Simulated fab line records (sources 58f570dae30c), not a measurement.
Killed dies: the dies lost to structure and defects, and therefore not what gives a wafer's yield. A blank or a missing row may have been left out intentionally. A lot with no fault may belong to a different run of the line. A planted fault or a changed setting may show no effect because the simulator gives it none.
One fault seen from 2 desks | flow berkeleyCmos170 | each desk has only its own numbers; what lay behind them comes last

AT THE TOOL OWNER'S DESK: implanter-02
UCB170_NLDD_IMPLANT_08, tool's own readings: per-lot mean of the sampled wafers with a number, covering each lot this tool ran. Marked OUT: a lot whose mean sits more than 4 standard deviations from the usual mean, which makes it out of limits; the brackets give that distance.
Columns: A = doseIonsCm2 at UCB170_NLDD_IMPLANT_08, usual 5e+13; B = faradayCurrentUA at UCB170_NLDD_IMPLANT_08, usual 159
lot  | first seen here | A                       | B
L714 | day 7 17:00     | 5e+13                   | 159
L716 | day 8 01:35     | 5e+13                   | 158
L718 | day 8 09:00     | 5e+13                   | 162
L720 | day 9 00:06     | 5e+13                   | 160
L724 | day 9 09:25     | 4e+13 (-99 or more) OUT | 131 (-8.1) OUT
L726 | day 10 02:31    | 4e+13 (-99 or more) OUT | 130 (-8.5) OUT
This desk's verdict: out of limits on L724, L726, starting with L724 at day 9 09:25 (doseIonsCm2 at UCB170_NLDD_IMPLANT_08). L714, L716, L718, L720: within limits.

AT THE METROLOGY DESK
What the gauges read, lot by lot, whatever tool the lot ran on: means of the sampled wafers that have a number. Marked OUT: a lot whose mean sits more than 4 standard deviations from the usual mean, which makes it out of limits; the brackets give that distance.
Columns: A = ACTIVE_OXIDE_THK at UCB170_ACTIVE_THK_MEAS_03, usual 26.6 nm; B = FIELD_OXIDE_LEFT_2_THK at UCB170_FIELD_THK_MEAS_91, usual 358 nm; C = NLDD_TW at UCB170_NLDD_TW_MEAS_11, usual 2236; D = NLDD_RS at UCB170_SDANNEAL_RS_MEAS_05, usual 615.9 ohm/sq
lot  | first seen here | A    | B   | C    | D
L709 | day 3 19:40     | 26.4 | 335 | 2247 | 615.1
L710 | day 4 02:56     | 26.4 | 344 | 2231 | 616.7
L714 | day 5 03:50     | 26.8 | 372 | 2234 | 613.9
L715 | day 5 10:25     | 26.6 | 361 | 2227 | 616.2
L716 | day 5 10:25     | 26.8 | 373 | 2232 | 615.2
L717 | day 5 20:02     | 27.3 | 360 | 2241 | 614.9
L718 | day 5 20:02     | 27.3 | 349 | 2234 | 615.4
L720 | day 6 09:04     | 26.6 | 343 | 2234 | 618.0
L721 | day 6 09:04     | 25.9 | 359 | 2227 | 615.3
L724 | day 6 20:47     | 26.1 | 366 | 2185 | 656.3 (+29) OUT
L725 | day 7 13:36     | 27.3 | 357 | 2210 | 615.5
L726 | day 7 20:49     | 26.5 | 357 | 2186 | 653.0 (+26) OUT
L731 | day 8 17:34     | 26.6 | 361 | 2258 | 616.7
L732 | day 8 17:37     | 26.5 | 363 | 2256 | 617.7
This desk reports L724, L726 out of limits; the earliest was L724 at day 9 23:05 (NLDD_RS at UCB170_SDANNEAL_RS_MEAS_05). L709, L710, L714, L715, L716, L717, L718, L720, L721, L725, L731, L732: within limits.

PUT TOGETHER
The tool owner's desk could have raised an alarm at day 9 09:25, on L724, L726.
At day 9 23:05 the metrology desk could have sounded an alarm, on L724, L726.
On implanter-02, each named lot ran UCB170_NLDD_IMPLANT_08.

WHAT HAD BEEN PUT IN BY THE SIMULATOR
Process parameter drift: implanter-02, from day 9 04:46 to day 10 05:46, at UCB170_NLDD_IMPLANT_08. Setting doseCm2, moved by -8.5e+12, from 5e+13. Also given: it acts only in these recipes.
Shown lots that were struck: L724, L726.
Time in hours from fault onset to the first out-of-limits reading at each desk: tool owner's desk 5, metrology desk 18.
